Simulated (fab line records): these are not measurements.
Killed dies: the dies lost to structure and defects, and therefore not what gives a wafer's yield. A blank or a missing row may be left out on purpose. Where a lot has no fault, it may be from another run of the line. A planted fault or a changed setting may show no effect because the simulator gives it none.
Which tool is to blame? :: flow berkeley_cmos170 :: 7 lots, 21 wafers sampled, at 3 steps of a route of 331

== WHAT EACH GAUGE READ, for each wafer ==
UCB170_SDANNEAL_RS_MEAS_04: the measuring method here is four-point-probe.
lot: L489
measured: day 6 17:49
on: film_metro-01
PLDD_RS (ohm/sq): 1030.6 1031.2 1030.0

lot: L493
measured: day 7 17:17
on: film_metro-03
PLDD_RS (ohm/sq): 1033.0 1034.9 1033.0

lot: L498
measured: day 9 05:53
on: film_metro-04
PLDD_RS (ohm/sq): 1032.2 1039.0 1035.7

lot: L502
measured: day 9 16:52
on: film_metro-04
PLDD_RS (ohm/sq): 977.3 977.0 979.5

lot: L504
measured: day 9 17:22
on: film_metro-03
PLDD_RS (ohm/sq): 1030.5 1032.7 1034.2

lot: L508
measured: day 11 02:43
on: film_metro-01
PLDD_RS (ohm/sq): 1030.5 1032.3 1032.1

lot: L510
measured: day 11 12:23
on: film_metro-01
PLDD_RS (ohm/sq): 1029.8 1028.0 1032.0

== WHICH TOOL RAN EACH LOT (tool, then ch and the chambers of the sampled wafers, then the start) ==
lot: L489
UCB170_PWELL_STRIP_16: plasma_asher-04 ch 0,1, day 3 05:17
UCB170_PLDD_IMPLANT_08: implanter-01 ch 0, day 6 04:31

lot: L493
UCB170_PWELL_STRIP_16: plasma_asher-04 ch 0,1, day 4 01:08
UCB170_PLDD_IMPLANT_08: implanter-02 ch 0, day 7 05:04

lot: L498
UCB170_PWELL_STRIP_16: plasma_asher-03 ch 0,1, day 5 09:35
UCB170_PLDD_IMPLANT_08: implanter-02 ch 0, day 8 12:45

lot: L502
UCB170_PWELL_STRIP_16: plasma_asher-04 ch 1, day 6 05:05
UCB170_PLDD_IMPLANT_08: implanter-03 ch 0, day 9 05:32

lot: L504
UCB170_PWELL_STRIP_16: plasma_asher-03 ch 0,1, day 6 05:21
UCB170_PLDD_IMPLANT_08: implanter-01 ch 0, day 9 05:32

lot: L508
UCB170_PWELL_STRIP_16: plasma_asher-04 ch 0,1, day 7 02:15
UCB170_PLDD_IMPLANT_08: implanter-01 ch 0, day 10 12:47

lot: L510
UCB170_PWELL_STRIP_16: plasma_asher-04 ch 0,1, day 7 14:49
UCB170_PLDD_IMPLANT_08: implanter-02 ch 0, day 11 00:45
- UCB170_PWELL_STRIP_16: strips in O2.
- UCB170_PLDD_IMPLANT_08

== THE ANSWER, worked out from the rows above alone ==
Rule: the usual values come from the lots themselves. The widest of any qualifying gaps counts: lots, ordered by their means at a reading, are off when they make up no more than a third of the lots, leave a main group of 4 or more, and stand apart from it by 3 or more times the standard deviation of that group's means. A main group whose means are all the same, to the digits that the tables above print for the reading, isn't used. A lot without any number at a reading at which 4 lots or more have one is off too. All remaining lots with rows at the step are treated as sound.
Off: L502, seen at UCB170_SDANNEAL_RS_MEAS_04 (PLDD_RS). For the main group the mean is 1032.3 ohm/sq and the standard deviation 1.9.
If a tool, at a process step before that reading, ran all the lots that are off and no sound lot after the first of them, it fits. Gauges at UCB170_SDANNEAL_RS_MEAS_04: tried the same way as those tools. Can't be told from this: 2 tools fit, implanter-03 at UCB170_PLDD_IMPLANT_08, film_metro-04 at UCB170_SDANNEAL_RS_MEAS_04.

== WHAT WAS PUT IN BY THE SIMULATOR ==
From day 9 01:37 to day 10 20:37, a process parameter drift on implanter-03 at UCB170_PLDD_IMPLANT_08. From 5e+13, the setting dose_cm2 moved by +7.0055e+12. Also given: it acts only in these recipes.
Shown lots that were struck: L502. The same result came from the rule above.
